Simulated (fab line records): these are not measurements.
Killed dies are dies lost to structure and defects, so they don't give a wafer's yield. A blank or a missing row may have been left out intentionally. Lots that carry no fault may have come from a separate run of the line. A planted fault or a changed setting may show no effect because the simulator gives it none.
A struck lot beside a sound one | flow berkeleyCmos170 | 44 out of 331 route steps
Sound: wafers L934.1, L934.2, L934.3. Wafers struck: L943.1, L943.3, L943.5. The cause comes at the end.
Per side, at each step with rows, come the tool, then ch with its chambers, and then its first start. Under that, the readings that differ: sound wafers | struck wafers | difference of the means | sigmas: that difference in standard deviations of wafers without a fault.
alike: a reading whose means differ by less than 2 such deviations, as well as words and numbers matching on both sides. not compared: withheld readings; readings where some wafer has no value; bounds like >300 that might hide an equal value; numbers whose values overlap and for which the record gives no deviation.
The two part at a step that has a row with sigmas, a row that says differs or no value, or rows on one side only. When numbers do not overlap yet have no deviation, they are printed without sigmas and do not part them. Lack of a reading on every wafer of one side parts them only where that side has two or more wafers.

UCB170_GATE_ETCH_15: etches poly-Si in HBr/Cl2, stops on SiO2, time 56.3 s, target depth 278.2 nm.
  sound on rieSi-01 ch 0,1,2, day 9 00:56; struck on rieSi-01 ch 0,2, day 11 09:12
  alike: drypumpMotorCurrentA, oesProductAu, throttleValvePct
  not compared: rfHoursCounterH
UCB170_GATE_STRIP_16: strips in O2.
  sound on plasmaAsher-04 ch 0,1, day 9 00:59; struck on plasmaAsher-04 ch 0,1, day 11 09:15
  alike: drypumpMotorCurrentA, o2FlowSccm, oesProductAu
  not compared: rfHoursCounterH
UCB170_GATE_CD_MEAS_90: the cd target is 350 nm.
  sound on cdSem-02, day 9 01:08; struck on cdSem-02, day 11 09:22
  alike: cdNm
then, 7 steps without rows for these wafers: UCB170_GATE_CLEAN_17 (cleans in SPM, time 600 s); UCB170_PLDD_HMDS_00 (prime time 60 s); UCB170_PLDD_COAT_01 (resist thk 900 nm); UCB170_PLDD_SOFTBAKE_02 (time 60 s); UCB170_PLDD_EXPOSE_03 (exposes mask PSELECT, target cd 1200 nm); UCB170_PLDD_PEB_04; UCB170_PLDD_DEVELOP_05 (develop time 45 s).
UCB170_PLDD_CD_MEAS_06: the cd target is 1200 nm.
  sound on cdSem-01, day 9 05:27; struck on cdSem-01, day 11 10:47
  alike: cdNm
UCB170_PLDD_OVL_MEAS_07:
  sound on overlay-02, day 9 05:34; struck on overlay-01, day 11 10:54
  alike: PLDD_OVL
UCB170_PLDD_IMPLANT_08:
  sound on implanter-02 ch 0, day 9 05:37; struck on implanter-01 ch 0, day 11 10:56
reading                  | sound             | struck            | difference | sigmas
implantIonAmu            | 49 49 49          | 11 11 11          | -38        | 
model.implant.rpNm (nm)  | 10.1 10.1 10.1    | 33.38 33.38 33.38 | +23.28     | 
model.implant.drpNm (nm) | 6.005 6.005 6.005 | 17.11 17.11 17.11 | +11.11     | 
following that, these wafers have no rows for 1 step: UCB170_PLDD_IMPLANT_09.
UCB170_PLDD_STRIP_10: strips in O2.
  sound on plasmaAsher-04 ch 0,1, day 9 05:59; struck on plasmaAsher-01 ch 0,1, day 11 11:14
reading                  | sound       | struck      | difference | sigmas
drypumpMotorCurrentA (A) | 5.2 6.0 5.2 | 6.3 6.5 6.3 | +0.9       | +2
  alike: o2FlowSccm, oesProductAu, stripTimeToEndpointS
  not compared: rfHoursCounterH
UCB170_PLDD_TW_MEAS_11:
  sound on filmMetro-04, day 9 06:05; struck on filmMetro-01, day 11 11:20
reading | sound          | struck      | difference | sigmas
PLDD_TW | 1015 1029 1021 | 876 880 879 | -143       | -13
then, 7 steps without rows for these wafers: UCB170_PLDD_CLEAN_12 (cleans in SPM, time 600 s); UCB170_NLDD_HMDS_00 (prime time 60 s); UCB170_NLDD_COAT_01 (resist thk 900 nm); UCB170_NLDD_SOFTBAKE_02 (time 60 s); UCB170_NLDD_EXPOSE_03 (exposes mask NSELECT, target cd 1200 nm); UCB170_NLDD_PEB_04; UCB170_NLDD_DEVELOP_05 (develop time 45 s).
UCB170_NLDD_CD_MEAS_06: the cd target is 1200 nm.
  sound on cdSem-01, day 9 07:58; struck on cdSem-01, day 11 13:25
reading   | sound                | struck               | difference | sigmas
cdNm (nm) | 1200.5 1201.6 1201.2 | 1197.5 1198.0 1196.3 | -3.8       | -3
UCB170_NLDD_OVL_MEAS_07:
  sound on overlay-02, day 9 08:05; struck on overlay-02, day 11 13:32
  alike: NLDD_OVL
then, 2 steps without rows for these wafers: UCB170_NLDD_IMPLANT_08; UCB170_NLDD_IMPLANT_09.
UCB170_NLDD_STRIP_10: strips in O2.
  sound on plasmaAsher-03 ch 0,1, day 9 08:25; struck on plasmaAsher-03 ch 0,1, day 11 13:52
  alike: drypumpMotorCurrentA, o2FlowSccm, oesProductAu, stripTimeToEndpointS
  not compared: rfHoursCounterH
UCB170_NLDD_TW_MEAS_11:
  sound on filmMetro-01, day 9 08:31; struck on filmMetro-04, day 11 13:58
  alike: NLDD_TW
then, 1 step without rows for these wafers: UCB170_NLDD_CLEAN_12 (cleans in SPM, time 600 s).
UCB170_SPACER_CVD_00: deposits SiO2 from TEOS/O2, target thk 376 nm, time 47 s.
  sound on pecvd-04 ch 0,1,2, day 9 08:45; struck on pecvd-01 ch 0,2, day 11 14:12
  alike: heaterPowerW
UCB170_SPACER_THK_MEAS_01:
  sound on filmMetro-04, day 9 08:47; struck on filmMetro-04, day 11 14:14
  alike: SPACER_TEOS_THK
then, 8 steps without rows for these wafers: UCB170_SPACER_ANNEAL_02 (time 1800 s); UCB170_SPACER_ETCHBACK_03 (etches SiO2 in CHF3/CF4/Ar, stops on Si, target depth 376 nm, time 100 s); UCB170_PSD_HMDS_00 (prime time 60 s); UCB170_PSD_COAT_01 (resist thk 900 nm); UCB170_PSD_SOFTBAKE_02 (time 60 s); UCB170_PSD_EXPOSE_03 (exposes mask PSELECT MOD, target cd 1200 nm); UCB170_PSD_PEB_04; UCB170_PSD_DEVELOP_05 (develop time 45 s).
UCB170_PSD_CD_MEAS_06: the cd target is 1200 nm.
  sound on cdSem-02, day 9 19:16; struck on cdSem-02, day 11 22:39
reading   | sound                | struck               | difference | sigmas
cdNm (nm) | 1197.6 1198.7 1198.5 | 1201.6 1202.9 1200.4 | +3.4       | +2
UCB170_PSD_OVL_MEAS_07:
  sound on overlay-01, day 9 19:23; struck on overlay-01, day 11 22:46
  alike: PSD_OVL
UCB170_SDANNEAL_RS_MEAS_04: a four-point-probe measurement.
  sound on filmMetro-04, day 9 23:01; struck on filmMetro-04, day 12 05:01
reading          | sound                | struck            | difference | sigmas
PLDD_RS (ohm/sq) | 1032.2 1032.9 1032.4 | 928.8 927.5 931.2 | -103.3     | -40
UCB170_M3_PROBE_99:
  rows exist in the record for the sound wafers here (prober-01, day 10 23:15), none for the struck ones

WHERE THEY PART
First at UCB170_PLDD_STRIP_10; last, within this record, at UCB170_M3_PROBE_99.

WHY: whatever the simulator had introduced
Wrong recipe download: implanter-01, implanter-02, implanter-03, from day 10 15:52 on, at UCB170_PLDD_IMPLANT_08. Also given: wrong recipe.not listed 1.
